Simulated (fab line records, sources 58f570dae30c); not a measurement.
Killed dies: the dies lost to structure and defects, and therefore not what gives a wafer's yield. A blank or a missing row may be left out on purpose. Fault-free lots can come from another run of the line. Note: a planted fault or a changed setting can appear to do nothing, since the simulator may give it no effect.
8D (eight disciplines) problem report, filled in by code	flow berkeleyCmos170	the parts of the form that need people (team, actions taken, sign-off) are left out

== 1. THE PROBLEM ==
Wafers without a fault read 1200.1 nm, standard deviation 1.5; cdNm at UCB170_NSD_CD_MEAS_06 reads a mean of 1234.0 nm on 6 wafers belonging to 2 lots. That is +23 standard deviations from the usual mean.
The step: target cd 1200 nm.
First seen on wafer L811.1, day 9 04:15, on cdSem-02. At this step, 42 wafers from 14 lots have a number in the record. Rule for "out" (also "out of limits"): further than 4 standard deviations from the usual mean. The other wafers with a number count as sound.

== 2. WHAT THIS IS AND IS NOT ==
question	is	is not
which readings at this step	cdNm	-
which lots	L810, L811	L797, L798, L799, L800, L801, L808, L812, L813, L814, L815, L816, L817
which wafers of those lots	all that have a number	-
read on which gauges	cdSem-02	cdSem-01
when	from day 9 04:15	up to then (15 sound wafers); but 21 sound wafers of L808, L812, L813, L814, L815, L816, L817 came after

== 3. SUSPECTS, AND WHAT RULES EACH OUT ==
Counting: any tool at a process step up to the reading is kept as a suspect provided that every lot that is out went through it and no sound lot did after the first of them.
- ruled out: the gauge at UCB170_NSD_CD_MEAS_06. All the wafers that are out were read on cdSem-02, but those of them that UCB170_NSD_EXPOSE_03 has rows for are out there too, on other tools.
- krfScanner-02 at UCB170_NSD_EXPOSE_03 (exposes mask NSELECT MOD, target cd 1200 nm): kept. It ran every lot that is out, first L811 (day 9 03:39), and no sound lot after that. Out on those wafers are its own readings of exposureDoseMJCm2.
The count leaves krfScanner-02 at UCB170_NSD_EXPOSE_03.

== 4. THE CAUSE (what the simulator had put in) ==
Process parameters drifting: krfScanner-02 at UCB170_NSD_EXPOSE_03, beginning at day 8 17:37. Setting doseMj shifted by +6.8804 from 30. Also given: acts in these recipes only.
The count eliminated every tool but this one.

== 5. THE CHAIN OF EFFECTS, in route order ==
Each row: a reading whose mean over the struck wafers that have a number lies more than 3 standard deviations from the usual. Scope: only readings with a usual standard deviation given in the record; hours: median across lots of the time from each lot's start at the first step in this table that gives one to its start at this step; sigmas: change in usual standard deviations.
hours	step	reading	usual	on struck wafers	change	sigmas
0	UCB170_NSD_EXPOSE_03	exposureDoseMJCm2	29.997	36.200	+6.203	+99 or more
1	UCB170_NSD_CD_MEAS_06	cdNm	1200.1 nm	1234.0	+33.9	+23
Process steps it contains:
- UCB170_NSD_EXPOSE_03: exposes mask NSELECT MOD, target cd 1200 nm.

== 6. WHAT WOULD HAVE CAUGHT IT SOONER ==
The first out-of-limits reading at a measuring or inspecting step in this record came at day 9 04:15, 11 hours after the fault's start at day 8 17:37.
At UCB170_NSD_EXPOSE_03, the tool's own readings (exposureDoseMJCm2) were out on each struck wafer the step has a row for, so an alarm limit on them would have fired on the first such wafer.
Of the lots that are out (2), L810 began UCB170_NSD_EXPOSE_03 on krfScanner-02 after day 9 04:15. It would have been spared by a hold on the tool at that moment.
